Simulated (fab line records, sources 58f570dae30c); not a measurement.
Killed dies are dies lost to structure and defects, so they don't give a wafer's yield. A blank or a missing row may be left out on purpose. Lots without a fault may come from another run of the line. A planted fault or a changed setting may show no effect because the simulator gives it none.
Which tool did it? | flow berkeley_cmos170 | 15 lots, 45 wafers sampled, at 4 steps of a route of 331

WHAT THE GAUGES READ, wafer by wafer
UCB170_GATE_THK_MEAS_02. Usual: GATE_OXIDE_THK 6.55 nm, standard deviation 0.12.
lot  | measured     | on            | GATE_OXIDE_THK (nm) | flag
L782 | day 6 01:38  | film_metro-02 | 6.80 6.77 6.79      |
L781 | day 6 01:38  | film_metro-04 | 6.48 6.53 6.66      |
L783 | day 6 06:16  | film_metro-04 | 6.46 6.42 6.44      |
L787 | day 7 06:10  | film_metro-04 | 6.58 6.59 6.63      |
L788 | day 7 21:50  | film_metro-02 | 6.76 6.83 6.67      |
L789 | day 7 21:50  | film_metro-04 | 6.56 6.48 6.51      |
L790 | day 8 05:05  | film_metro-01 | 6.67 6.53 6.56      |
L793 | day 8 14:16  | film_metro-04 | 6.47 6.77 6.59      |
L796 | day 9 07:21  | film_metro-04 | 6.42 6.43 6.48      |
L798 | day 9 11:39  | film_metro-01 | 6.51 6.54 6.52      |
L800 | day 10 05:48 | film_metro-01 | 6.45 6.54 6.47      |
L801 | day 10 12:01 | film_metro-04 | 6.26 6.41 6.26      |
L803 | day 10 17:03 | film_metro-02 | 6.66 6.66 6.57      |
L802 | day 10 21:25 | film_metro-04 | 6.60 6.64 6.64      |
L804 | day 11 06:10 | film_metro-02 | 6.42 6.44 6.41      |

UCB170_M2_RS_MEAS_02: measures by four-point-probe. Usual: M2_AL_RS 0.0321 ohm/sq, standard deviation 0.00037.
lot  | measured     | on            | M2_AL_RS (ohm/sq)    | flag
L782 | day 7 17:08  | film_metro-03 | 0.0327 0.0329 0.0326 |
L781 | day 7 17:29  | film_metro-01 | 0.0323 0.0324 0.0320 |
L783 | day 7 22:18  | film_metro-04 | 0.0318 0.0314 0.0316 |
L787 | day 8 21:50  | film_metro-04 | 0.0320 0.0321 0.0325 |
L793 | day 10 06:48 | film_metro-03 | 0.0326 0.0324 0.0326 |
L796 | day 11 00:34 | film_metro-03 | 0.0322 0.0330 0.0325 |
L798 | day 11 02:47 | film_metro-03 | 0.0323 0.0323 0.0324 |
L800 | day 11 22:49 | film_metro-04 | 0.0322 0.0323 0.0325 |
L801 | day 11 23:35 | film_metro-04 | 0.0320 0.0325 0.0320 |
L803 | day 12 03:27 | film_metro-03 | 0.0321 0.0323 0.0322 |
L802 | day 12 11:26 | film_metro-04 | 0.0322 0.0320 0.0318 |
L804 | day 12 23:23 | film_metro-01 | 0.0322 0.0321 0.0319 |

UCB170_M3_OVL_MEAS_16. Usual: M3_OVL 3 nm, standard deviation 5.
lot  | measured     | on         | M3_OVL (nm) | flag
L782 | day 8 00:41  | overlay-01 | 3 5 11      |
L781 | day 8 01:25  | overlay-02 | 10 8 4      |
L783 | day 8 08:43  | overlay-02 | -3 2 1      |
L787 | day 9 06:04  | overlay-02 | 8 3 3       |
L793 | day 10 15:37 | overlay-02 | 6 1 5       |
L796 | day 11 10:28 | overlay-02 | 9 2 6       |
L798 | day 11 11:08 | overlay-02 | 1 0 1       |
L800 | day 12 07:14 | overlay-02 | 2 -1 2      |
L801 | day 12 07:39 | overlay-01 | -1 -2 4     |
L803 | day 12 12:29 | overlay-01 | -10 -11 0   |
L802 | day 12 22:32 | overlay-01 | 7 6 2       |
L804 | day 13 11:01 | overlay-01 | 0 1 13      |

WHICH TOOL RAN EACH LOT (tool, then ch and the chambers of the sampled wafers, then the start)
lot  | UCB170_SDANNEAL_RTA_01
L782 | rtp_anneal-01 ch 0, day 6 22:46
L781 | rtp_anneal-02 ch 0, day 6 23:08
L783 | rtp_anneal-02 ch 0, day 7 08:22
L787 | rtp_anneal-01 ch 0, day 8 07:40
L788 | rtp_anneal-01, day 8 22:50
L789 | rtp_anneal-02, day 8 22:24
L790 | rtp_anneal-02, day 9 05:18
L793 | rtp_anneal-01 ch 0, day 9 14:09
L796 | rtp_anneal-02 ch 0, day 10 06:35
L798 | rtp_anneal-01 ch 0, day 10 10:32
L800 | rtp_anneal-02 ch 0, day 11 08:28
L801 | rtp_anneal-01 ch 0, day 11 08:43
L803 | rtp_anneal-01 ch 0, day 11 13:05
L802 | rtp_anneal-01 ch 0, day 11 18:32
L804 | rtp_anneal-02 ch 0, day 12 03:38
- UCB170_SDANNEAL_RTA_01: time 5 s.

WHAT THE TOOLS THEMSELVES READ (means of the sampled wafers that have a number; where no wafer has one, the mark that the record gives instead)
UCB170_SDANNEAL_RTA_01. Usual: anneal_temp_c_max 1054.4, standard deviation 1.2; chamber_o2_ppm 2.002, standard deviation 0.018; lamp_power_pct 40.6 %, standard deviation 1.2; wafer_temp_C_max 1052.8, standard deviation 0.59.
lot  | tool          | anneal_temp_c_max | chamber_o2_ppm | lamp_power_pct (%) | wafer_temp_C_max | flag
L782 | rtp_anneal-01 | 1053.4            | 2.017          | 39.6               | 1052.4           |
L781 | rtp_anneal-02 | 1056.2            | 1.987          | 42.0               | 1052.8           |
L783 | rtp_anneal-02 | 1055.6            | 2.011          | 42.0               | 1052.7           |
L787 | rtp_anneal-01 | 1053.1            | 2.031          | 39.6               | 1052.8           |
L788 | rtp_anneal-01 | -                 | -              | -                  | -                | OFF
L789 | rtp_anneal-02 | -                 | -              | -                  | -                | OFF
L790 | rtp_anneal-02 | -                 | -              | -                  | -                | OFF
L793 | rtp_anneal-01 | 1054.1            | 2.019          | 39.6               | 1052.9           |
L796 | rtp_anneal-02 | 1055.4            | 1.996          | 42.1               | 1052.9           |
L798 | rtp_anneal-01 | 1053.6            | 2.009          | 39.6               | 1052.1           |
L800 | rtp_anneal-02 | 1055.4            | 1.994          | 42.1               | 1053.2           |
L801 | rtp_anneal-01 | 1053.3            | 1.983          | 39.6               | 1052.7           |
L803 | rtp_anneal-01 | 1053.8            | 2.020          | 39.6               | 1052.7           |
L802 | rtp_anneal-01 | 1053.7            | 2.002          | 39.6               | 1052.6           |
L804 | rtp_anneal-02 | 1055.5            | 2.003          | 42.1               | 1053.0           |

THE ANSWER, worked out from the rows above alone
Rule: a lot is off if the mean of its wafers that have a number lies more than 3 standard deviations from the usual mean. A lot without any number at a reading at which 4 lots or more have one is off too. The other lots that the step has rows for count as sound. The gauges are gone through in route order, then the tools' own readings, and for those a lot's mean is taken as printed above. The first step at which some lot is off is used, and at that step the reading that is off furthest; a lot without a number counts as furthest.
Off: L788, L789, L790, at UCB170_SDANNEAL_RTA_01 (anneal_temp_c_max). Without a number there: L788, L789, L790.
A tool fits if, at that step or a process step before it, it ran every lot that is off, and no sound lot after the first of them. None of those tried fits.

WHAT THE SIMULATOR HAD PUT IN
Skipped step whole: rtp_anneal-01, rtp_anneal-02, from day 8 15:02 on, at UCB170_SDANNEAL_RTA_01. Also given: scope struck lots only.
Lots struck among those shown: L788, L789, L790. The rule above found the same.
